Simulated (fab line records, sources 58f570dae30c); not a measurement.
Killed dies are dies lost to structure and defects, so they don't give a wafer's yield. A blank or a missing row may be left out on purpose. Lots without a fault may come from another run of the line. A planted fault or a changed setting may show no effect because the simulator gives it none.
Which tool did it? | flow berkeley_cmos170 | 14 lots, 42 wafers sampled, at 4 steps of a route of 331

WHAT THE GAUGES READ, wafer by wafer
UCB170_NWELL_THK_MEAS_05.
lot  | measured    | on            | NWELL_NITRIDE_THK (nm)
L588 | day 2 14:42 | film_metro-04 | 225.1 222.7 224.4
L591 | day 3 00:44 | film_metro-04 | 223.5 226.8 226.0
L590 | day 3 00:44 | film_metro-01 | 226.1 227.3 226.1
L594 | day 3 21:49 | film_metro-01 | 223.6 223.7 225.8
L596 | day 4 05:20 | film_metro-01 | 225.0 226.0 225.8
L597 | day 4 05:20 | film_metro-03 | 225.1 226.4 228.3
L598 | day 4 12:41 | film_metro-04 | 224.3 226.5 226.6
L599 | day 4 12:41 | film_metro-01 | 225.9 225.0 227.2
L602 | day 5 12:32 | film_metro-04 | 228.3 227.7 226.1
L603 | day 5 16:56 | film_metro-01 | 228.1 224.8 224.9
L605 | day 6 02:19 | film_metro-04 | 222.6 224.9 224.2
L607 | day 6 14:48 | film_metro-03 | 223.4 224.9 224.6
L610 | day 7 02:55 | film_metro-01 | 226.2 226.2 223.2
L611 | day 7 07:55 | film_metro-01 | 221.8 222.1 224.2

UCB170_FIELD_THK_MEAS_02.
lot  | measured    | on            | FIELD_OXIDE_THK (nm)
L588 | day 5 17:17 | film_metro-01 | 566 572 559
L591 | day 6 03:23 | film_metro-02 | 566 561 560
L590 | day 6 03:23 | film_metro-01 | 560 566 561
L594 | day 6 17:53 | film_metro-04 | 546 539 540
L596 | day 7 03:01 | film_metro-02 | 572 573 567
L597 | day 7 03:01 | film_metro-01 | 570 564 554
L598 | day 7 15:00 | film_metro-02 | 563 557 547
L599 | day 7 15:01 | film_metro-04 | 555 556 549
L602 | day 8 09:23 | film_metro-04 | 570 565 583
L603 | day 8 16:22 | film_metro-02 | 543 560 545
L605 | day 8 16:22 | film_metro-01 | 552 558 551
L607 | day 9 07:55 | film_metro-01 | 550 548 551
L610 | day 9 19:00 | film_metro-01 | 575 566 562
L611 | day 9 19:01 | film_metro-04 | 550 544 558

UCB170_PVT_OVL_MEAS_06.
lot  | measured     | on         | PVT_OVL (nm)
L588 | day 7 01:55  | overlay-01 | 5 0 -2
L591 | day 7 10:05  | overlay-01 | -1 -3 2
L590 | day 7 09:40  | overlay-02 | 0 -2 -2
L594 | day 8 02:20  | overlay-02 | -3 -7 -4
L596 | day 8 10:08  | overlay-01 | 6 -7 1
L597 | day 8 09:30  | overlay-02 | -2 0 -9
L598 | day 8 23:02  | overlay-02 | -6 0 -6
L599 | day 8 23:05  | overlay-01 | -3 -3 -1
L602 | day 9 16:40  | overlay-01 | -2 -7 -6
L603 | day 9 21:16  | overlay-02 | 8 -2 8
L605 | day 9 20:27  | overlay-02 | -6 -7 2
L607 | day 10 07:16 | overlay-01 | 1 5 -1
L610 | day 11 01:02 | overlay-02 | 5 2 6
L611 | day 11 01:19 | overlay-02 | -1 8 4

WHICH TOOL RAN EACH LOT (tool, then ch and the chambers of the sampled wafers, then the start)
lot  | UCB170_PVT_HMDS_00
L588 | litho_track-03 ch 0, day 7 01:04
L591 | litho_track-02 ch 0, day 7 09:15
L590 | litho_track-03 ch 0, day 7 08:50
L594 | litho_track-03 ch 0, day 8 00:58
L596 | litho_track-02 ch 0, day 8 08:46
L597 | litho_track-03 ch 0, day 8 08:01
L598 | litho_track-02 ch 0, day 8 21:38
L599 | litho_track-04 ch 0, day 8 21:40
L602 | litho_track-04 ch 0, day 9 14:15
L603 | litho_track-02 ch 0, day 9 19:38
L605 | litho_track-02 ch 0, day 9 18:46
L607 | litho_track-04 ch 0, day 10 06:17
L610 | litho_track-03 ch 0, day 10 23:18
L611 | litho_track-04 ch 0, day 10 23:44
- UCB170_PVT_HMDS_00: prime time 60 s.

WHAT THE TOOLS THEMSELVES READ (means of the sampled wafers that have a number; where no wafer has one, the mark that the record gives instead)
UCB170_PVT_HMDS_00.
lot  | tool           | prime_temp_c (C)
L588 | litho_track-03 | 100.07
L591 | litho_track-02 | 100.01
L590 | litho_track-03 | 100.07
L594 | litho_track-03 | 99.75
L596 | litho_track-02 | 99.86
L597 | litho_track-03 | 100.07
L598 | litho_track-02 | 100.04
L599 | litho_track-04 | 100.06
L602 | litho_track-04 | 99.90
L603 | litho_track-02 | 102.96
L605 | litho_track-02 | 103.04
L607 | litho_track-04 | 100.10
L610 | litho_track-03 | 100.03
L611 | litho_track-04 | 100.19

THE ANSWER, worked out from the rows above alone
Rule: what is usual is taken from the lots themselves. Put in order of their means at a reading, lots are off if they are a third of the lots or fewer, leave a main group of 4 or more, and stand apart from it by a gap of 3 or more times the standard deviation of the main group's means; of several such gaps the widest counts. A main group whose means are all the same, to the digits that the tables above print for the reading, isn't used. A lot without any number at a reading at which 4 lots or more have one is off too. The other lots that the step has rows for count as sound. The gauges are gone through in route order, then the tools' own readings, and for those a lot's mean is taken as printed above. The first step at which some lot is off is used, and at that step the reading that is off furthest; a lot without a number counts as furthest.
Off: L603, L605, at UCB170_PVT_HMDS_00 (prime_temp_c). The main group: mean 100.01 C, standard deviation 0.11.
A tool fits if, at that step or a process step before it, it ran every lot that is off, and no sound lot after the first of them. One fits: litho_track-02 at UCB170_PVT_HMDS_00. Its last sound lot is L598 (day 8 21:38), its first lot that is off L605 (day 9 18:46): a fault that began between those two fits.
The tool's own readings at UCB170_PVT_HMDS_00 bear it out: on the lots that are off they differ by more than 5 times the standard deviation of the sound lots' means. prime_temp_c reads 103.00 C there against 100.01 C on the sound lots.

WHAT THE SIMULATOR HAD PUT IN
Process parameter drift: litho_track-02, from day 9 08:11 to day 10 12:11, at UCB170_PVT_HMDS_00. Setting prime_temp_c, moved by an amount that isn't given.
Lots struck among those shown: L603, L605. The rule above found the same.
